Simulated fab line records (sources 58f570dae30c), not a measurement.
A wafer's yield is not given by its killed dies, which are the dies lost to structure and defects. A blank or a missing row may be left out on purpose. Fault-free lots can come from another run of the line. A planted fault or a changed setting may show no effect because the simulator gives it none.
fab line records ; flow berkeleyCmos170
record: lots: 14; wafers: 42; lastDay: 11
route steps=331 shown WELLDRIVE@57 GATE@133 SILICIDE@214 CONTACT@232
lots with no fault: from the same line, run without faults
startH: start of the lot's first displayed wafer, in hours after the record's first day ; waitH: hours since the lot's step before ; " the same as in the row above ; L1.1+2: a single row standing in for several wafers ; - no value present, or no start provided ; * or withheld: withheld ; < > ~ a bound
route shown NAME@n: NAME is a module with steps in the file, n the number in the route of the first one ; usual: average and standard deviation across the fault-free wafers ; same: alike in all rows ; chamber/n: place in a boat ; sites: each site's reading ; _std_site: the values' standard deviation ; _edge_site: the outer-site mean with the inner-site mean subtracted ; radiusMm: how far each site lies from the wafer's centre ; mask NAME#n: copy n ; behind: the last tool/chamber to shape the wafer ; hold: reason for holding the lot/hours on hold/outcome of the hold ; device: the transistor (n, p or np) that didn't switch ; end of line: tests of these same wafers at the route's end ; for a step that has no rows: nothing shown but its recipe ; killed: dies that structure and defects cost at the first sort, which is not the same as the wafer's yield ; map: shows each die of a wafer: x if killed, . if not, _ if none is there
set.NAME: setting as actually run; set.NAME@STEP: the setting as run at that earlier step ; model.NAME: the simulator's own value behind a step, which no gauge read
steps of the route over a sample of lots; a table a step, a row a wafer
services: from which hour (startH, from the record's first day; less than 0 if before it) a tool's chamber was out of use, for how many hours, and why
== steps ==
step: UCB170_WELLDRIVE_THK_MEAS_02
recipe: reads: SiO2_of_WELLDRIVE_OXIDATION_01
usual: WELLDRIVE_OXIDE_THK: 199/3.4
lot.wafer;tool;chamber;startH;waitH;WELLDRIVE_OXIDE_THK[nm]
L677.3;filmMetro-04;-;68.05;0.0;198
L677.4;filmMetro-04;-;68.05;0.0;200
L677.6;filmMetro-04;-;68.05;0.0;196
L678.2;filmMetro-02;-;73.69;0.0;202
L678.4;filmMetro-02;-;73.69;0.0;205
L678.6;filmMetro-02;-;73.69;0.0;202
L679.3;filmMetro-03;-;73.70;0.0;201
L679.4;filmMetro-03;-;73.70;0.0;202
L679.5;filmMetro-03;-;73.70;0.0;200
L682.4;filmMetro-02;-;94.68;0.0;196
L682.5;filmMetro-02;-;94.68;0.0;198
L682.6;filmMetro-02;-;94.68;0.0;199
L681.1;filmMetro-02;-;94.71;0.1;196
L681.2;filmMetro-02;-;94.71;0.1;195
L681.3;filmMetro-02;-;94.71;0.1;199
L685.1;filmMetro-03;-;100.26;0.0;200
L685.3;filmMetro-03;-;100.26;0.0;196
L685.6;filmMetro-03;-;100.26;0.0;199
L686.3;filmMetro-04;-;109.23;0.0;200
L686.4;filmMetro-04;-;109.23;0.0;198
L686.5;filmMetro-04;-;109.23;0.0;199
L689.2;filmMetro-03;-;117.05;0.0;204
L689.3;filmMetro-03;-;117.05;0.0;202
L689.5;filmMetro-03;-;117.05;0.0;201
L690.3;filmMetro-02;-;125.64;0.0;204
L690.5;filmMetro-02;-;125.64;0.0;205
L690.6;filmMetro-02;-;125.64;0.0;205
L693.2;filmMetro-04;-;141.03;0.0;201
L693.3;filmMetro-04;-;141.03;0.0;201
L693.5;filmMetro-04;-;141.03;0.0;197
L691.3;filmMetro-03;-;141.04;0.0;199
L691.5;filmMetro-03;-;141.04;0.0;197
L691.6;filmMetro-03;-;141.04;0.0;198
L696.4;filmMetro-03;-;155.70;0.0;205
L696.5;filmMetro-03;-;155.70;0.0;204
L696.6;filmMetro-03;-;155.70;0.0;204
L697.1;filmMetro-04;-;159.11;0.0;196
L697.2;filmMetro-04;-;159.11;0.0;197
L697.3;filmMetro-04;-;159.11;0.0;199
L699.2;filmMetro-04;-;172.67;0.0;197
L699.4;filmMetro-04;-;172.67;0.0;196
L699.5;filmMetro-04;-;172.67;0.0;196
step: UCB170_GATE_COAT_07
recipe: resist: KrF; spinRpm: 1500; resistThkNm: 900
lot.wafer;tool;chamber;startH;waitH
L677.3+4+6;lithoTrack-03;0;116;-
L679.3+4+5;lithoTrack-01;0;129;-
L678.2+4+6;lithoTrack-04;0;129;-
L685.1+3+6;lithoTrack-01;0;148;-
L681.1+2+3;lithoTrack-03;0;148;-
L682.4+5+6;lithoTrack-03;0;149;-
L686.3+4+5;lithoTrack-03;0;162;-
L689.2+3+5;lithoTrack-01;0;168;-
L690.3+5+6;lithoTrack-04;0;182;-
L693.2+3+5;lithoTrack-01;0;194;-
L691.3+5+6;lithoTrack-04;0;194;-
L696.4+5+6;lithoTrack-04;0;208;-
L697.1+2+3;lithoTrack-01;0;222;-
L699.2+4+5;lithoTrack-04;0;226;-
step: UCB170_GATE_CD_MEAS_12
recipe: targetCdNm: 350
usual: cdNm: 350.2/1.3
lot.wafer;tool;chamber;startH;waitH;cdNm
L677.3;cdSem-01;-;118.26;-;351.0
L677.4;cdSem-01;-;118.26;-;349.9
L677.6;cdSem-01;-;118.26;-;350.9
L679.3;cdSem-02;-;130.77;-;349.8
L679.4;cdSem-02;-;130.77;-;349.7
L679.5;cdSem-02;-;130.77;-;349.3
L678.2;cdSem-01;-;130.84;-;349.7
L678.4;cdSem-01;-;130.84;-;350.8
L678.6;cdSem-01;-;130.84;-;350.2
L685.1;cdSem-01;-;149.77;-;352.4
L685.3;cdSem-01;-;149.77;-;352.8
L685.6;cdSem-01;-;149.77;-;351.9
L681.1;cdSem-02;-;149.96;-;352.1
L681.2;cdSem-02;-;149.96;-;350.9
L681.3;cdSem-02;-;149.96;-;350.4
L682.4;cdSem-01;-;150.46;-;357.5
L682.5;cdSem-01;-;150.46;-;356.5
L682.6;cdSem-01;-;150.46;-;358.2
L686.3;cdSem-02;-;163.50;-;355.6
L686.4;cdSem-02;-;163.50;-;356.0
L686.5;cdSem-02;-;163.50;-;356.3
L689.2;cdSem-02;-;169.40;-;351.8
L689.3;cdSem-02;-;169.40;-;350.4
L689.5;cdSem-02;-;169.40;-;350.4
L690.3;cdSem-01;-;184.06;-;349.2
L690.5;cdSem-01;-;184.06;-;348.5
L690.6;cdSem-01;-;184.06;-;349.2
L693.2;cdSem-01;-;195.83;-;349.1
L693.3;cdSem-01;-;195.83;-;349.2
L693.5;cdSem-01;-;195.83;-;350.7
L691.3;cdSem-01;-;196.21;-;348.1
L691.5;cdSem-01;-;196.21;-;348.7
L691.6;cdSem-01;-;196.21;-;349.1
L696.4;cdSem-01;-;209.52;-;351.0
L696.5;cdSem-01;-;209.52;-;350.3
L696.6;cdSem-01;-;209.52;-;352.0
L697.1;cdSem-01;-;223.71;-;350.4
L697.2;cdSem-01;-;223.71;-;349.8
L697.3;cdSem-01;-;223.71;-;349.8
L699.2;cdSem-02;-;228.83;-;351.2
L699.4;cdSem-02;-;228.83;-;351.4
L699.5;cdSem-02;-;228.83;-;351.9
step: UCB170_SILICIDE_RTA_04
recipe: tempC: 650; timeS: 15; ambient: N2
usual: lampPowerPct: 10.5/0.72; wafer_temp_C_max: 652.9/0.64
lot.wafer;tool;chamber;startH;waitH;lampPowerPct;wafer_temp_C_max
L677.3;rtpAnneal-01;0;139.83;0.1;11.1;652.6
L677.4;rtpAnneal-01;0;139.83;0.1;11.1;652.2
L677.6;rtpAnneal-01;0;139.83;0.1;11.1;653.6
L678.2;rtpAnneal-01;0;149.10;0.1;11.1;653.5
L678.4;rtpAnneal-01;0;149.10;0.1;11.1;654.4
L678.6;rtpAnneal-01;0;149.10;0.1;11.1;652.9
L679.3;rtpAnneal-02;0;149.42;0.1;9.6;653.0
L679.4;rtpAnneal-02;0;149.42;0.1;9.6;652.3
L679.5;rtpAnneal-02;0;149.42;0.1;9.6;652.7
L685.1;rtpAnneal-02;0;167.18;0.1;9.6;652.2
L685.3;rtpAnneal-02;0;167.18;0.1;9.6;652.1
L685.6;rtpAnneal-02;0;167.18;0.1;9.6;653.1
L681.1;rtpAnneal-02;0;167.50;0.1;9.6;652.6
L681.2;rtpAnneal-02;0;167.50;0.1;9.6;653.1
L681.3;rtpAnneal-02;0;167.50;0.1;9.6;653.5
L682.4;rtpAnneal-01;0;168.73;0.1;11.1;652.3
L682.5;rtpAnneal-01;0;168.73;0.1;11.1;652.2
L682.6;rtpAnneal-01;0;168.73;0.1;11.1;653.2
L686.3;rtpAnneal-01;0;178.71;0.1;11.1;652.8
L686.4;rtpAnneal-01;0;178.71;0.1;11.1;652.3
L686.5;rtpAnneal-01;0;178.71;0.1;11.1;653.6
L689.2;rtpAnneal-02;0;186.04;0.1;9.6;652.1
L689.3;rtpAnneal-02;0;186.04;0.1;9.6;651.3
L689.5;rtpAnneal-02;0;186.04;0.1;9.6;651.9
L690.3;rtpAnneal-01;0;203.21;0.1;11.1;653.0
L690.5;rtpAnneal-01;0;203.21;0.1;11.1;653.7
L690.6;rtpAnneal-01;0;203.21;0.1;11.1;652.4
L693.2;rtpAnneal-01;0;209.82;0.1;11.1;653.1
L693.3;rtpAnneal-01;0;209.82;0.1;11.1;653.6
L693.5;rtpAnneal-01;0;209.82;0.1;11.1;652.6
L691.3;rtpAnneal-01;0;210.17;0.1;11.1;653.4
L691.5;rtpAnneal-01;0;210.17;0.1;11.1;652.6
L691.6;rtpAnneal-01;0;210.17;0.1;11.1;653.8
L696.4;rtpAnneal-01;0;222.05;0.1;11.1;652.8
L696.5;rtpAnneal-01;0;222.05;0.1;11.1;653.3
L696.6;rtpAnneal-01;0;222.05;0.1;11.1;653.3
L697.1;rtpAnneal-01;0;239.18;0.1;11.1;654.2
L697.2;rtpAnneal-01;0;239.18;0.1;11.1;652.5
L697.3;rtpAnneal-01;0;239.18;0.1;11.1;652.8
L699.2;rtpAnneal-02;0;242.61;0.1;9.6;652.6
L699.4;rtpAnneal-02;0;242.61;0.1;9.6;653.2
L699.5;rtpAnneal-02;0;242.61;0.1;9.6;652.8
step: UCB170_CONTACT_OVL_MEAS_16
usual: CONTACT_OVL: 1/5.6
lot.wafer;tool;chamber;startH;waitH;CONTACT_OVL[nm]
L677.3;overlay-02;-;146.55;0.1;3
L677.4;overlay-02;-;146.55;0.1;5
L677.6;overlay-02;-;146.55;0.1;1
L678.2;overlay-01;-;154.51;0.1;-3
L678.4;overlay-01;-;154.51;0.1;-6
L678.6;overlay-01;-;154.51;0.1;-8
L679.3;overlay-01;-;158.59;0.1;1
L679.4;overlay-01;-;158.59;0.1;0
L679.5;overlay-01;-;158.59;0.1;2
L685.1;overlay-02;-;172.48;0.1;8
L685.3;overlay-02;-;172.48;0.1;6
L685.6;overlay-02;-;172.48;0.1;2
L681.1;overlay-01;-;172.56;0.1;9
L681.2;overlay-01;-;172.56;0.1;-1
L681.3;overlay-01;-;172.56;0.1;2
L682.4;overlay-02;-;174.39;0.1;-5
L682.5;overlay-02;-;174.39;0.1;-9
L682.6;overlay-02;-;174.39;0.1;-4
L686.3;overlay-02;-;183.66;0.1;6
L686.4;overlay-02;-;183.66;0.1;7
L686.5;overlay-02;-;183.66;0.1;-2
L689.2;overlay-02;-;190.30;0.1;5
L689.3;overlay-02;-;190.30;0.1;-10
L689.5;overlay-02;-;190.30;0.1;-1
L690.3;overlay-02;-;208.50;0.1;-6
L690.5;overlay-02;-;208.50;0.1;-11
L690.6;overlay-02;-;208.50;0.1;-1
L693.2;overlay-02;-;217.12;0.1;2
L693.3;overlay-02;-;217.12;0.1;4
L693.5;overlay-02;-;217.12;0.1;1
L691.3;overlay-02;-;217.24;0.1;-3
L691.5;overlay-02;-;217.24;0.1;-2
L691.6;overlay-02;-;217.24;0.1;1
L696.4;overlay-02;-;226.11;0.1;2
L696.5;overlay-02;-;226.11;0.1;-4
L696.6;overlay-02;-;226.11;0.1;0
L697.1;overlay-01;-;243.22;0.1;3
L697.2;overlay-01;-;243.22;0.1;5
L697.3;overlay-01;-;243.22;0.1;0
L699.2;overlay-01;-;247.16;0.1;6
L699.4;overlay-01;-;247.16;0.1;1
L699.5;overlay-01;-;247.16;0.1;3
== services ==
tool;chamber;startH;hours;kind
rtpAnneal-02;-;208.80;2.1;pm
== key ==
firstSign: step: UCB170_GATE_CD_MEAS_12; reading: cdNm; direction: up; sigmas: 4.9; usual: 350.2; struck: 356.7; through: controlLoop
effect none on later readings
metAt UCB170_GATE_COAT_07
struckLots L682,L686
testerLeftOut L682,L686
loopTrim: step: UCB170_GATE_EXPOSE_09; setting: dose; lots: L686
notActingAt UCB170_WELLDRIVE_THK_MEAS_02,UCB170_SILICIDE_RTA_04,UCB170_CONTACT_OVL_MEAS_16
onsetBetween 148 149
fault: kind: processParameterDrift; tool: lithoTrack-03; chamber: -; onsetH: 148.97; steps: UCB170_GATE_COAT_07; channel: resistThkNm; offset: *; shape: step; endH: 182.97; actsIn: *; stated: *
testerLeftOut: of these lots the tester's yield and bins aren't shown, on N5 and GAA mostly nor the transistor test; their killed dies are dies lost to structure and defects alone, not to doping, threshold or leakage, so they don't give the yield
loopTrim: a control loop set the setting to another value than it would have without faults
